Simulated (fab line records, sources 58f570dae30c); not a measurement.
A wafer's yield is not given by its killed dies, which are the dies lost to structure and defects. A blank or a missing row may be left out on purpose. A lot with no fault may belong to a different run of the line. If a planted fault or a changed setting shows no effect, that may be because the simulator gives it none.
fab line records || flow berkeley-cmos170
record {"lots": 7, "wafers": 21, "last-day": 12}
route steps=331 shown NVT@106 PVT@115
lots that met no fault: taken from a fault-free run of the same line
start-h: start of the lot's first displayed wafer, in hours after the record's first day || wait-h: how many hours have passed since the lot's step before this one || " as in the row above || L1.1+2: a single row standing in for several wafers || - no value, or no start given || * or withheld: withheld || < > ~ a bound
route shown NAME@n: names a module that has steps shown in the file, with the first one's number in the route || usual: average and standard deviation across the fault-free wafers || same: alike in all rows || chamber/n: place in a boat || sites: readings site by site || _std_site: the values' standard deviation || _edge_site: outer sites' mean less inner sites' || radius-mm: how far each site lies from the wafer's centre || mask NAME#n: copy n || behind: the most recent tool/chamber to have shaped the wafer || hold: why the lot went on hold/how many hours it stayed there/how the hold came to an end || device: the n, p or np transistor that did not switch || end of line: tests of these same wafers at the route's end || where a step has no rows: the recipe by itself || killed: dies lost to structure and defects at the first sort, not the wafer's yield || map: per-die view of a wafer (x killed, . not killed, _ where there is no die)
set.NAME: the setting as run; set.NAME@STEP: as run at that earlier step || model.NAME: the simulator's own value behind a step, which no gauge read
lots seen at some steps along the route; tables by step, rows by wafer
services: when a tool's chamber went out of use (start-h, in hours from the record's first day, below 0 if earlier), for how many hours, and the reason
## steps
# step UCB170_NVT_SOFTBAKE_02
# recipe {"resist": "KrF", "temp-c": 130, "time-s": 60}
# step UCB170_NVT_EXPOSE_03
# recipe {"mask-id": "PWELL", "target-cd-nm": 3000, "na": 0.5, "sigma-outer": 0.6, "source-shape": "conventional", "dose-mj": 30}
# step UCB170_NVT_PEB_04
# recipe {"peb-temp-c": 130, "peb-time-s": "withheld", "resist": "KrF"}
# step UCB170_NVT_DEVELOP_05
# recipe {"developer": "TMAH", "develop-time-s": 45, "resist": "KrF", "dev-temp-c": 21}
# step UCB170_NVT_OVL_MEAS_06
# usual {"NVT_OVL": "4/5.2"}
{"lot.wafer": "L258.2", "tool": "overlay-01", "chamber": "-", "start-h": 154.63, "wait-h": "-", "NVT_OVL[nm]": 1}
{"lot.wafer": "L258.5", "tool": "overlay-01", "chamber": "-", "start-h": 154.63, "wait-h": "-", "NVT_OVL[nm]": -5}
{"lot.wafer": "L258.6", "tool": "overlay-01", "chamber": "-", "start-h": 154.63, "wait-h": "-", "NVT_OVL[nm]": -5}
{"lot.wafer": "L256.1", "tool": "overlay-02", "chamber": "-", "start-h": 154.74, "wait-h": "-", "NVT_OVL[nm]": 8}
{"lot.wafer": "L256.2", "tool": "overlay-02", "chamber": "-", "start-h": 154.74, "wait-h": "-", "NVT_OVL[nm]": 1}
{"lot.wafer": "L256.5", "tool": "overlay-02", "chamber": "-", "start-h": 154.74, "wait-h": "-", "NVT_OVL[nm]": 7}
{"lot.wafer": "L259.2", "tool": "overlay-01", "chamber": "-", "start-h": 172.63, "wait-h": "-", "NVT_OVL[nm]": 10}
{"lot.wafer": "L259.3", "tool": "overlay-01", "chamber": "-", "start-h": 172.63, "wait-h": "-", "NVT_OVL[nm]": 2}
{"lot.wafer": "L259.6", "tool": "overlay-01", "chamber": "-", "start-h": 172.63, "wait-h": "-", "NVT_OVL[nm]": 3}
{"lot.wafer": "L266.3", "tool": "overlay-02", "chamber": "-", "start-h": 207.37, "wait-h": "-", "NVT_OVL[nm]": -2}
{"lot.wafer": "L266.4", "tool": "overlay-02", "chamber": "-", "start-h": 207.37, "wait-h": "-", "NVT_OVL[nm]": 5}
{"lot.wafer": "L266.6", "tool": "overlay-02", "chamber": "-", "start-h": 207.37, "wait-h": "-", "NVT_OVL[nm]": 5}
{"lot.wafer": "L268.3", "tool": "overlay-02", "chamber": "-", "start-h": 224.49, "wait-h": "-", "NVT_OVL[nm]": 12}
{"lot.wafer": "L268.4", "tool": "overlay-02", "chamber": "-", "start-h": 224.49, "wait-h": "-", "NVT_OVL[nm]": 9}
{"lot.wafer": "L268.6", "tool": "overlay-02", "chamber": "-", "start-h": 224.49, "wait-h": "-", "NVT_OVL[nm]": 11}
{"lot.wafer": "L271.3", "tool": "overlay-02", "chamber": "-", "start-h": 242.32, "wait-h": "-", "NVT_OVL[nm]": -3}
{"lot.wafer": "L271.4", "tool": "overlay-02", "chamber": "-", "start-h": 242.32, "wait-h": "-", "NVT_OVL[nm]": 1}
{"lot.wafer": "L271.6", "tool": "overlay-02", "chamber": "-", "start-h": 242.32, "wait-h": "-", "NVT_OVL[nm]": 0}
{"lot.wafer": "L274.4", "tool": "overlay-02", "chamber": "-", "start-h": 242.88, "wait-h": "-", "NVT_OVL[nm]": 4}
{"lot.wafer": "L274.5", "tool": "overlay-02", "chamber": "-", "start-h": 242.88, "wait-h": "-", "NVT_OVL[nm]": 2}
{"lot.wafer": "L274.6", "tool": "overlay-02", "chamber": "-", "start-h": 242.88, "wait-h": "-", "NVT_OVL[nm]": 8}
# step UCB170_NVT_IMPLANT_07
# recipe {"species": "BF2", "dose-cm2": 3e+12, "energy-kev": 49.21, "tilt-deg": 7}
# step UCB170_NVT_STRIP_08
# recipe {"chemistry": "O2", "power-w": 400, "pressure-mtorr": 3500, "platen-temp-c": "withheld", "o2-flow-sccm": 400, "overash-fraction": 0.5}
# usual {"drypump-motor-current-A": "5.3/0.63", "oes-product-au": "0.735/0.0042", "strip-time-to-endpoint-s": "21.62/0.061"}
# same {"overash-fraction": 0.5}
{"lot.wafer": "L258.2", "tool": "plasma-asher-03", "chamber": 1, "start-h": 154.81, "wait-h": 0.1, "drypump-motor-current-A": 4.8, "oes-product-au": 0.734, "rf-hours-counter-h": 46, "strip-time-to-endpoint-s": 21.69}
{"lot.wafer": "L258.5", "tool": "plasma-asher-03", "chamber": 1, "start-h": 154.81, "wait-h": 0.1, "drypump-motor-current-A": 4.8, "oes-product-au": 0.731, "rf-hours-counter-h": "-", "strip-time-to-endpoint-s": 21.74}
{"lot.wafer": "L258.6", "tool": "plasma-asher-03", "chamber": 0, "start-h": 154.81, "wait-h": 0.1, "drypump-motor-current-A": 4.9, "oes-product-au": 0.738, "rf-hours-counter-h": "-", "strip-time-to-endpoint-s": 21.68}
{"lot.wafer": "L256.1", "tool": "plasma-asher-04", "chamber": 1, "start-h": 154.93, "wait-h": 0.1, "drypump-motor-current-A": 5.0, "oes-product-au": 0.733, "rf-hours-counter-h": 40, "strip-time-to-endpoint-s": 21.74}
{"lot.wafer": "L256.2", "tool": "plasma-asher-04", "chamber": 0, "start-h": 154.93, "wait-h": 0.1, "drypump-motor-current-A": 5.2, "oes-product-au": 0.734, "rf-hours-counter-h": 40, "strip-time-to-endpoint-s": 21.74}
{"lot.wafer": "L256.5", "tool": "plasma-asher-04", "chamber": 1, "start-h": 154.93, "wait-h": 0.1, "drypump-motor-current-A": 5.0, "oes-product-au": 0.734, "rf-hours-counter-h": "-", "strip-time-to-endpoint-s": 21.75}
{"lot.wafer": "L259.2", "tool": "plasma-asher-02", "chamber": 0, "start-h": 172.81, "wait-h": 0.1, "drypump-motor-current-A": 6.7, "oes-product-au": 0.735, "rf-hours-counter-h": 6, "strip-time-to-endpoint-s": 21.67}
{"lot.wafer": "L259.3", "tool": "plasma-asher-02", "chamber": 1, "start-h": 172.81, "wait-h": 0.1, "drypump-motor-current-A": 5.8, "oes-product-au": 0.734, "rf-hours-counter-h": "-", "strip-time-to-endpoint-s": 21.59}
{"lot.wafer": "L259.6", "tool": "plasma-asher-02", "chamber": 1, "start-h": 172.81, "wait-h": 0.1, "drypump-motor-current-A": 5.8, "oes-product-au": 0.734, "rf-hours-counter-h": "-", "strip-time-to-endpoint-s": 21.64}
{"lot.wafer": "L266.3", "tool": "plasma-asher-02", "chamber": 1, "start-h": 207.58, "wait-h": 0.1, "drypump-motor-current-A": 5.8, "oes-product-au": 0.731, "rf-hours-counter-h": "-", "strip-time-to-endpoint-s": 21.64}
{"lot.wafer": "L266.4", "tool": "plasma-asher-02", "chamber": 0, "start-h": 207.58, "wait-h": 0.1, "drypump-motor-current-A": 6.7, "oes-product-au": 0.739, "rf-hours-counter-h": "-", "strip-time-to-endpoint-s": 21.66}
{"lot.wafer": "L266.6", "tool": "plasma-asher-02", "chamber": 0, "start-h": 207.58, "wait-h": 0.1, "drypump-motor-current-A": 6.7, "oes-product-au": 0.734, "rf-hours-counter-h": "-", "strip-time-to-endpoint-s": 21.64}
{"lot.wafer": "L268.3", "tool": "plasma-asher-04", "chamber": 1, "start-h": 224.69, "wait-h": 0.1, "drypump-motor-current-A": 5.0, "oes-product-au": 0.732, "rf-hours-counter-h": "-", "strip-time-to-endpoint-s": 21.63}
{"lot.wafer": "L268.4", "tool": "plasma-asher-04", "chamber": 0, "start-h": 224.69, "wait-h": 0.1, "drypump-motor-current-A": 5.2, "oes-product-au": 0.730, "rf-hours-counter-h": "-", "strip-time-to-endpoint-s": 21.60}
{"lot.wafer": "L268.6", "tool": "plasma-asher-04", "chamber": 1, "start-h": 224.69, "wait-h": 0.1, "drypump-motor-current-A": 5.1, "oes-product-au": 0.734, "rf-hours-counter-h": "-", "strip-time-to-endpoint-s": 21.68}
{"lot.wafer": "L271.3", "tool": "plasma-asher-03", "chamber": 0, "start-h": 242.53, "wait-h": 0.1, "drypump-motor-current-A": 4.8, "oes-product-au": 0.740, "rf-hours-counter-h": "-", "strip-time-to-endpoint-s": 21.64}
{"lot.wafer": "L271.4", "tool": "plasma-asher-03", "chamber": 1, "start-h": 242.53, "wait-h": 0.1, "drypump-motor-current-A": 4.8, "oes-product-au": 0.737, "rf-hours-counter-h": "-", "strip-time-to-endpoint-s": 21.61}
{"lot.wafer": "L271.6", "tool": "plasma-asher-03", "chamber": 0, "start-h": 242.53, "wait-h": 0.1, "drypump-motor-current-A": 4.8, "oes-product-au": 0.735, "rf-hours-counter-h": "-", "strip-time-to-endpoint-s": 21.58}
{"lot.wafer": "L274.4", "tool": "plasma-asher-02", "chamber": 0, "start-h": 243.08, "wait-h": 0.1, "drypump-motor-current-A": 6.7, "oes-product-au": 0.741, "rf-hours-counter-h": "-", "strip-time-to-endpoint-s": 21.55}
{"lot.wafer": "L274.5", "tool": "plasma-asher-02", "chamber": 0, "start-h": 243.08, "wait-h": 0.1, "drypump-motor-current-A": 6.7, "oes-product-au": 0.731, "rf-hours-counter-h": "-", "strip-time-to-endpoint-s": 21.63}
{"lot.wafer": "L274.6", "tool": "plasma-asher-02", "chamber": 1, "start-h": 243.08, "wait-h": 0.1, "drypump-motor-current-A": 5.8, "oes-product-au": 0.734, "rf-hours-counter-h": "-", "strip-time-to-endpoint-s": 21.64}
# step UCB170_NVT_TW_MEAS_09
# usual {"NVT_TW": "520.5/2.4"}
{"lot.wafer": "L258.2", "tool": "film-metro-04", "chamber": "-", "start-h": 154.92, "wait-h": 0.1, "NVT_TW": 522.3}
{"lot.wafer": "L258.5", "tool": "film-metro-04", "chamber": "-", "start-h": 154.92, "wait-h": 0.1, "NVT_TW": 518.7}
{"lot.wafer": "L258.6", "tool": "film-metro-04", "chamber": "-", "start-h": 154.92, "wait-h": 0.1, "NVT_TW": 521.3}
{"lot.wafer": "L256.1", "tool": "film-metro-01", "chamber": "-", "start-h": 155.03, "wait-h": 0.1, "NVT_TW": 521.4}
{"lot.wafer": "L256.2", "tool": "film-metro-01", "chamber": "-", "start-h": 155.03, "wait-h": 0.1, "NVT_TW": 518.7}
{"lot.wafer": "L256.5", "tool": "film-metro-01", "chamber": "-", "start-h": 155.03, "wait-h": 0.1, "NVT_TW": 521.1}
{"lot.wafer": "L259.2", "tool": "film-metro-03", "chamber": "-", "start-h": 172.92, "wait-h": 0.1, "NVT_TW": 520.6}
{"lot.wafer": "L259.3", "tool": "film-metro-03", "chamber": "-", "start-h": 172.92, "wait-h": 0.1, "NVT_TW": 523.4}
{"lot.wafer": "L259.6", "tool": "film-metro-03", "chamber": "-", "start-h": 172.92, "wait-h": 0.1, "NVT_TW": 518.3}
{"lot.wafer": "L266.3", "tool": "film-metro-03", "chamber": "-", "start-h": 207.66, "wait-h": 0.1, "NVT_TW": 520.1}
{"lot.wafer": "L266.4", "tool": "film-metro-03", "chamber": "-", "start-h": 207.66, "wait-h": 0.1, "NVT_TW": 522.8}
{"lot.wafer": "L266.6", "tool": "film-metro-03", "chamber": "-", "start-h": 207.66, "wait-h": 0.1, "NVT_TW": 522.2}
{"lot.wafer": "L268.3", "tool": "film-metro-03", "chamber": "-", "start-h": 224.78, "wait-h": 0.1, "NVT_TW": 518.9}
{"lot.wafer": "L268.4", "tool": "film-metro-03", "chamber": "-", "start-h": 224.78, "wait-h": 0.1, "NVT_TW": 519.0}
{"lot.wafer": "L268.6", "tool": "film-metro-03", "chamber": "-", "start-h": 224.78, "wait-h": 0.1, "NVT_TW": 519.8}
{"lot.wafer": "L271.3", "tool": "film-metro-04", "chamber": "-", "start-h": 242.62, "wait-h": 0.1, "NVT_TW": 520.5}
{"lot.wafer": "L271.4", "tool": "film-metro-04", "chamber": "-", "start-h": 242.62, "wait-h": 0.1, "NVT_TW": 521.1}
{"lot.wafer": "L271.6", "tool": "film-metro-04", "chamber": "-", "start-h": 242.62, "wait-h": 0.1, "NVT_TW": 519.4}
{"lot.wafer": "L274.4", "tool": "film-metro-03", "chamber": "-", "start-h": 243.18, "wait-h": 0.1, "NVT_TW": 520.7}
{"lot.wafer": "L274.5", "tool": "film-metro-03", "chamber": "-", "start-h": 243.18, "wait-h": 0.1, "NVT_TW": 521.5}
{"lot.wafer": "L274.6", "tool": "film-metro-03", "chamber": "-", "start-h": 243.18, "wait-h": 0.1, "NVT_TW": 518.3}
# step UCB170_NVT_CLEAN_10
# recipe {"chemistry": "SPM", "temp-c": 120, "time-s": 600}
# step UCB170_PVT_HMDS_00
# recipe {"prime-time-s": 60, "prime-temp-c": 100}
# step UCB170_PVT_COAT_01
# recipe {"resist": "KrF", "spin-rpm": 1500, "resist-thk-nm": 900}
# step UCB170_PVT_SOFTBAKE_02
# recipe {"resist": "KrF", "temp-c": 130, "time-s": 60}
# step UCB170_PVT_EXPOSE_03
# recipe {"mask-id": "NWELL", "target-cd-nm": 3000, "na": 0.5, "sigma-outer": 0.6, "source-shape": "conventional", "dose-mj": 30}
# usual {"exposure-dose-mJ-cm2": "30.008/0.027", "focus-offset-nm": "0.0/0.55", "na": "0.5/0"}
{"lot.wafer": "L258.2", "tool": "krf-scanner-02", "chamber": "-", "start-h": 155.76, "wait-h": 0.2, "mask": "NWELL#0", "exposure-dose-mJ-cm2": "-", "focus-offset-nm": "-", "na": "-"}
{"lot.wafer": "L258.5", "tool": "krf-scanner-02", "chamber": "-", "start-h": 155.76, "wait-h": 0.2, "mask": "NWELL#0", "exposure-dose-mJ-cm2": "-", "focus-offset-nm": "-", "na": "-"}
{"lot.wafer": "L258.6", "tool": "krf-scanner-02", "chamber": "-", "start-h": 155.76, "wait-h": 0.2, "mask": "NWELL#0", "exposure-dose-mJ-cm2": "-", "focus-offset-nm": "-", "na": "-"}
{"lot.wafer": "L256.1", "tool": "krf-scanner-02", "chamber": "-", "start-h": 155.85, "wait-h": 0.3, "mask": "NWELL#0", "exposure-dose-mJ-cm2": "-", "focus-offset-nm": "-", "na": "-"}
{"lot.wafer": "L256.2", "tool": "krf-scanner-02", "chamber": "-", "start-h": 155.85, "wait-h": 0.3, "mask": "NWELL#0", "exposure-dose-mJ-cm2": "-", "focus-offset-nm": "-", "na": "-"}
{"lot.wafer": "L256.5", "tool": "krf-scanner-02", "chamber": "-", "start-h": 155.85, "wait-h": 0.3, "mask": "NWELL#0", "exposure-dose-mJ-cm2": "-", "focus-offset-nm": "-", "na": "-"}
{"lot.wafer": "L259.2", "tool": "krf-scanner-02", "chamber": "-", "start-h": 174.48, "wait-h": 0.1, "mask": "NWELL#0", "exposure-dose-mJ-cm2": "-", "focus-offset-nm": "-", "na": "-"}
{"lot.wafer": "L259.3", "tool": "krf-scanner-02", "chamber": "-", "start-h": 174.48, "wait-h": 0.1, "mask": "NWELL#0", "exposure-dose-mJ-cm2": "-", "focus-offset-nm": "-", "na": "-"}
{"lot.wafer": "L259.6", "tool": "krf-scanner-02", "chamber": "-", "start-h": 174.48, "wait-h": 0.1, "mask": "NWELL#0", "exposure-dose-mJ-cm2": "-", "focus-offset-nm": "-", "na": "-"}
{"lot.wafer": "L266.3", "tool": "krf-scanner-01", "chamber": 0, "start-h": 208.70, "wait-h": 0.2, "mask": "NWELL#0", "exposure-dose-mJ-cm2": 29.952, "focus-offset-nm": -0.1, "na": 0.5}
{"lot.wafer": "L266.4", "tool": "krf-scanner-01", "chamber": 0, "start-h": 208.70, "wait-h": 0.2, "mask": "NWELL#0", "exposure-dose-mJ-cm2": 30.009, "focus-offset-nm": -0.2, "na": 0.5}
{"lot.wafer": "L266.6", "tool": "krf-scanner-01", "chamber": 0, "start-h": 208.70, "wait-h": 0.2, "mask": "NWELL#0", "exposure-dose-mJ-cm2": 30.014, "focus-offset-nm": -0.4, "na": 0.5}
{"lot.wafer": "L268.3", "tool": "krf-scanner-01", "chamber": 0, "start-h": 226.68, "wait-h": 0.2, "mask": "NWELL#0", "exposure-dose-mJ-cm2": 29.974, "focus-offset-nm": -0.3, "na": 0.5}
{"lot.wafer": "L268.4", "tool": "krf-scanner-01", "chamber": 0, "start-h": 226.68, "wait-h": 0.2, "mask": "NWELL#0", "exposure-dose-mJ-cm2": 30.032, "focus-offset-nm": -0.8, "na": 0.5}
{"lot.wafer": "L268.6", "tool": "krf-scanner-01", "chamber": 0, "start-h": 226.68, "wait-h": 0.2, "mask": "NWELL#0", "exposure-dose-mJ-cm2": 30.028, "focus-offset-nm": -0.4, "na": 0.5}
{"lot.wafer": "L271.3", "tool": "krf-scanner-02", "chamber": 0, "start-h": 244.10, "wait-h": 0.1, "mask": "NWELL#0", "exposure-dose-mJ-cm2": 29.957, "focus-offset-nm": 0.3, "na": 0.5}
{"lot.wafer": "L271.4", "tool": "krf-scanner-02", "chamber": 0, "start-h": 244.10, "wait-h": 0.1, "mask": "NWELL#0", "exposure-dose-mJ-cm2": 29.993, "focus-offset-nm": -0.3, "na": 0.5}
{"lot.wafer": "L271.6", "tool": "krf-scanner-02", "chamber": 0, "start-h": 244.10, "wait-h": 0.1, "mask": "NWELL#0", "exposure-dose-mJ-cm2": 30.011, "focus-offset-nm": 0.3, "na": 0.5}
{"lot.wafer": "L274.4", "tool": "krf-scanner-02", "chamber": 0, "start-h": 244.58, "wait-h": 0.1, "mask": "NWELL#0", "exposure-dose-mJ-cm2": 30.020, "focus-offset-nm": -0.9, "na": 0.5}
{"lot.wafer": "L274.5", "tool": "krf-scanner-02", "chamber": 0, "start-h": 244.58, "wait-h": 0.1, "mask": "NWELL#0", "exposure-dose-mJ-cm2": 30.015, "focus-offset-nm": -0.8, "na": 0.5}
{"lot.wafer": "L274.6", "tool": "krf-scanner-02", "chamber": 0, "start-h": 244.58, "wait-h": 0.1, "mask": "NWELL#0", "exposure-dose-mJ-cm2": 30.033, "focus-offset-nm": -0.6, "na": 0.5}
# step UCB170_PVT_PEB_04
# recipe {"peb-temp-c": 130, "peb-time-s": "withheld", "resist": "KrF"}
## services
{"tool": "krf-scanner-02", "chamber": "-", "start-h": 131.60, "hours": 1.3, "kind": "pm"}
{"tool": "krf-scanner-02", "chamber": "-", "start-h": 152.03, "hours": 1.0, "kind": "pm"}
{"tool": "krf-scanner-01", "chamber": "-", "start-h": 178.02, "hours": 6.8, "kind": "repair"}
{"tool": "plasma-asher-04", "chamber": "-", "start-h": 178.22, "hours": 1.9, "kind": "repair"}
{"tool": "plasma-asher-03", "chamber": "-", "start-h": 187.36, "hours": 4.3, "kind": "repair"}
{"tool": "krf-scanner-01", "chamber": "-", "start-h": 242.87, "hours": 1.0, "kind": "pm"}
{"tool": "krf-scanner-01", "chamber": "-", "start-h": 243.87, "hours": 1.3, "kind": "pm"}
## key
first-sign {"step": "UCB170_PVT_EXPOSE_03", "reading": "tool-record", "direction": "missing"}
effect none on later readings
met-at UCB170_PVT_EXPOSE_03
struck-wafers L256.1,L256.2,L256.5,L258.2,L258.5,L258.6,L259.2,L259.3,L259.6
sort-left-out L256.1,L256.2,L256.5,L258.2,L258.5,L258.6,L259.2,L259.3,L259.6
tester-left-out L256,L258,L259
fault {"kind": "skipped-step-whole", "tool": "krf-scanner-02", "chamber": "-", "onset-h": 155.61, "steps": "UCB170_PVT_EXPOSE_03", "scope": "struck-lots-only"}
# tester-left-out: of these lots the tester's yield and bins aren't shown, on N5 and GAA mostly nor the transistor test; their killed dies are dies lost to structure and defects alone, not to doping, threshold or leakage, so they don't give the yield
# sort-left-out: the simulated sort isn't trusted on such a fault, so these wafers' sort isn't shown, and their yield isn't known
